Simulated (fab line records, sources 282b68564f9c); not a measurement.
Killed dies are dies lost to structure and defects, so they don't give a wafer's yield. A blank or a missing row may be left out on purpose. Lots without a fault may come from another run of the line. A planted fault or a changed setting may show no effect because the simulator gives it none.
Problem report in the 8D (eight disciplines) form, filled by code | flow rit_cmos | the parts of the form that need people (team, actions taken, sign-off) are left out

1. THE PROBLEM
PWELL_TW at RIT_PWELL_TW_MEAS_10 reads a mean of 886 on 6 wafers of 2 lots; wafers without a fault read 949 with a standard deviation of 8.2. That is -7.6 standard deviations from the usual mean.
First seen on wafer L914.2, day 5 03:05, on film_metro-02. The record holds 42 wafers of 14 lots with a number at this step. Rule for "out", or "out of limits": more than 4 standard deviations from the usual mean. The other wafers with a number count as sound.

2. WHAT IT IS AND WHAT IT IS NOT
question                    | is                     | is not
which readings at this step | PWELL_TW               | -
which lots                  | L914, L915             | L899, L900, L901, L902, L903, L904, L905, L918, L919, L920, L921, L922
which wafers of those lots  | all that have a number | -
read on which gauges        | film_metro-02          | film_metro-01, film_metro-04
when                        | from day 5 03:05       | up to then (21 sound wafers); but 15 sound wafers of L918, L919, L920, L921, L922 came after

3. SUSPECTS, AND WHAT RULES EACH OUT
Counting: a tool at a process step up to the reading stays a suspect if it ran every lot that is out and no sound lot after the first of them.
- the gauge at RIT_PWELL_TW_MEAS_10: ruled out. All the wafers that are out were read on film_metro-02, but those of them that RIT_PWELL_IMPLANT_08 has rows for are out there too, on other tools.
- implanter-03 at RIT_PWELL_IMPLANT_08: kept. It ran every lot that is out, first L914 (day 5 02:46), and no sound lot after that; its last sound lot up to then is L902 (day 2 13:08). Its own readings are out on those wafers: dose_ions_cm2, faraday_current_uA.
Left after counting: implanter-03 at RIT_PWELL_IMPLANT_08.

4. THE CAUSE (what the simulator had put in)
Process parameter drift: implanter-03, from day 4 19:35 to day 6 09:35, at RIT_PWELL_IMPLANT_08. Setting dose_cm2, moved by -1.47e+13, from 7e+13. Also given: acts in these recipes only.
Counting left only this tool.

5. THE CHAIN OF EFFECTS, in route order
Each row: a reading whose mean over the struck wafers that have a number lies more than 3 standard deviations from the usual. Only readings for which the record gives a usual standard deviation are gone through. hours: the time from each lot's start at the first step in this table that gives one to its start at this step, as a median over the lots. sigmas: the change in usual standard deviations.
hours | step                     | reading            | usual        | on struck wafers | change | sigmas
0     | RIT_PWELL_IMPLANT_08     | dose_ions_cm2      | 7e+13        | 6e+13            | -1e+13 | -99 or more
0     | RIT_PWELL_IMPLANT_08     | faraday_current_uA | 222          | 175              | -47    | -10
0     | RIT_PWELL_TW_MEAS_10     | PWELL_TW           | 949          | 886              | -62    | -7.6
6     | RIT_WELLDRIVE_RS_MEAS_02 | PWELL_RS           | 429.3 ohm/sq | 499.5            | +70.2  | +58
The process steps in it:
- RIT_PWELL_IMPLANT_08

6. WHAT WOULD HAVE CAUGHT IT SOONER
In this record the first reading out of limits at a measuring or inspecting step was taken at day 5 03:05, 8 hours after the fault began at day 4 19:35.
The tool's own readings at RIT_PWELL_IMPLANT_08 were out on every struck wafer that the step has a row for (dose_ions_cm2, faraday_current_uA): an alarm limit on them would have fired on the first of those.
Of the lots that are out (2), L915 began RIT_PWELL_IMPLANT_08 on implanter-03 after day 5 03:05. A hold on the tool at that time would have spared it.
